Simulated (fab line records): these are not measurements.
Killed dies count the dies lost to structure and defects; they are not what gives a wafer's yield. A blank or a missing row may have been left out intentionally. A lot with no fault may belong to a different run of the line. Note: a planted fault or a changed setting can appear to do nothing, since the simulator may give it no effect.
A struck lot beside a sound one -- flow rit cmos -- 43 out of 202 route steps
Sound: these wafers, L724.1, L724.3, L724.5. Struck: wafers L731.2, L731.4, L731.5. The cause is given at the end.
At each step with rows: each side's tool, then ch and its chambers, then its first start. Under that, the readings that differ: sound wafers -- struck wafers -- difference of the means -- sigmas: that difference in standard deviations of wafers without a fault.
alike: a reading whose means differ by less than 2 such deviations, as well as words and numbers matching on both sides. not compared: withheld readings; readings where some wafer has no value; bounds like >300 that might hide an equal value; numbers whose values overlap and for which the record gives no deviation.
Wherever a step has rows on one side only, a row that says differs or no value, or a row with sigmas, the two part there. Numbers that don't overlap but have no deviation are shown without sigmas and don't part them. A reading missing from all wafers of one side parts the sides only when that side holds two or more wafers.

first, 2 steps without rows for these wafers: RIT_NLDD_HARDBAKE_07 (time 60 s); RIT_NLDD_IMPLANT_08.
RIT_NLDD_STRIP_09: strips in O2, time 180 s.
  sound on plasma asher-02 ch 0,1, day 4 07:02; struck on plasma asher-04 ch 0, day 5 21:06
  alike: drypump motor current A
  not compared: rf hours counter h
RIT_NLDD_TW_MEAS_10:
  sound: film metro-02 at day 4 07:13; struck: film metro-02 at day 5 21:17
  alike: NLDD_TW
then, 6 steps without rows for these wafers: RIT_PLDD_HMDS_00 (prime time 60 s); RIT_PLDD_COAT_01 (resist thk 1000 nm); RIT_PLDD_SOFTBAKE_02 (time 60 s); RIT_PLDD_EXPOSE_03 (exposes mask M8, target cd 40900 nm); RIT_PLDD_PEB_04; RIT_PLDD_DEVELOP_05 (develop time 50 s).
RIT_PLDD_OVL_MEAS_06:
  sound: overlay-02 at day 4 08:14; struck: overlay-02 at day 5 22:19
  alike: PLDD_OVL
then, 1 step without rows for these wafers: RIT_PLDD_HARDBAKE_07 (time 60 s).
RIT_PLDD_IMPLANT_08:
  sound on implanter-02 ch 0, day 4 08:26; struck on implanter-02 ch 0, day 5 22:31
  alike: beam on s, dose ions cm2
RIT_PLDD_STRIP_09: strips in O2, time 180 s.
  sound on plasma asher-02 ch 0,1, day 4 08:35; struck on plasma asher-02 ch 0, day 5 22:39
  alike: drypump motor current A
  not compared: rf hours counter h
RIT_PLDD_TW_MEAS_10:
  sound: film metro-04 at day 4 08:45; struck: film metro-03 at day 5 22:50
reading,sound,struck,difference,sigmas
PLDD_TW,2314 2314 2325,2357 2346 2348,+33,+2
then, 4 steps without rows for these wafers: RIT_SPACER_CLEAN_00 (cleans in SC1, time 600 s); RIT_SPACER_CLEAN_01 (cleans in dHF, time 30 s); RIT_SPACER_CLEAN_02 (cleans in SC2, time 600 s); RIT_SPACER_CVD_03 (deposits Si3N4 from SiH2Cl2/NH3, target thk 250 nm, time 3300 s).
RIT_SPACER_THK_MEAS_04:
  sound: film metro-02 at day 4 11:08; struck: film metro-01 at day 6 01:11
  alike: SPACER_NITRIDE_THK
RIT_SPACER_ETCHBACK_05: etches Si3N4 in SF6/CHF3, stops on SiO2, target depth 250 nm, time 240 s.
  sound on rie diel-02 ch 1,3, day 4 11:11; struck on rie diel-03 ch 2,3, day 6 01:14
reading,sound,struck,difference,sigmas
throttle valve pct (%),10.45 10.37 10.44,9.97 9.97 10.43,-0.30,-2
  alike: drypump motor current A, oes product au
  not compared: rf hours counter h
then, 6 steps without rows for these wafers: RIT_NSD_HMDS_00 (prime time 60 s); RIT_NSD_COAT_01 (resist thk 1000 nm); RIT_NSD_SOFTBAKE_02 (time 60 s); RIT_NSD_EXPOSE_03 (exposes mask M9, target cd 40700 nm); RIT_NSD_PEB_04; RIT_NSD_DEVELOP_05 (develop time 50 s).
RIT_NSD_OVL_MEAS_06:
  sound: overlay-01 at day 4 12:22; struck: overlay-02 at day 6 02:22
  alike: NSD_OVL
then, 2 steps without rows for these wafers: RIT_NSD_HARDBAKE_07 (time 60 s); RIT_NSD_IMPLANT_08.
RIT_NSD_STRIP_09: strips in O2, time 180 s.
  sound on plasma asher-03 ch 0,1, day 4 12:42; struck on plasma asher-03 ch 0,1, day 6 02:41
  alike: drypump motor current A
  not compared: rf hours counter h
RIT_NSD_TW_MEAS_10:
  sound: film metro-04 at day 4 12:53; struck: film metro-03 at day 6 02:52
reading,sound,struck,difference,sigmas
NSD_TW,3053 3060 3049,3123 3132 3128,+74,+4
then, 6 steps without rows for these wafers: RIT_PSD_HMDS_00 (prime time 60 s); RIT_PSD_COAT_01 (resist thk 1000 nm); RIT_PSD_SOFTBAKE_02 (time 60 s); RIT_PSD_EXPOSE_03 (exposes mask M10, target cd 40900 nm); RIT_PSD_PEB_04; RIT_PSD_DEVELOP_05 (develop time 50 s).
RIT_PSD_OVL_MEAS_06:
  sound: overlay-02 at day 4 14:10; struck: overlay-01 at day 6 03:54
  alike: PSD_OVL
then, 2 steps without rows for these wafers: RIT_PSD_HARDBAKE_07 (time 60 s); RIT_PSD_IMPLANT_08.
RIT_PSD_STRIP_09: strips in O2, time 180 s.
  sound on plasma asher-03 ch 1, day 4 14:38; struck on plasma asher-01 ch 0, day 6 04:24
  alike: drypump motor current A
  not compared: rf hours counter h
RIT_M1_PROBE_99:
  sound: prober-02 at day 4 23:02; struck: prober-01 at day 6 12:32
reading,sound,struck,difference,sigmas
model.etest.diode nwell sub.leak log10 a cm2,-7.46 -7.238 -7.467,-6.708 -6.965 -6.691,+0.600,
  alike: killed at front end, killed dies, killed open, killed short

WHERE THEY PART
First at RIT_PLDD_TW_MEAS_10; last, within this record, at RIT_NSD_TW_MEAS_10. Later steps at which nothing parts them and some readings are alike: RIT_PSD_OVL_MEAS_06, RIT_PSD_STRIP_09, RIT_M1_PROBE_99.

WHY: what the simulator had put in
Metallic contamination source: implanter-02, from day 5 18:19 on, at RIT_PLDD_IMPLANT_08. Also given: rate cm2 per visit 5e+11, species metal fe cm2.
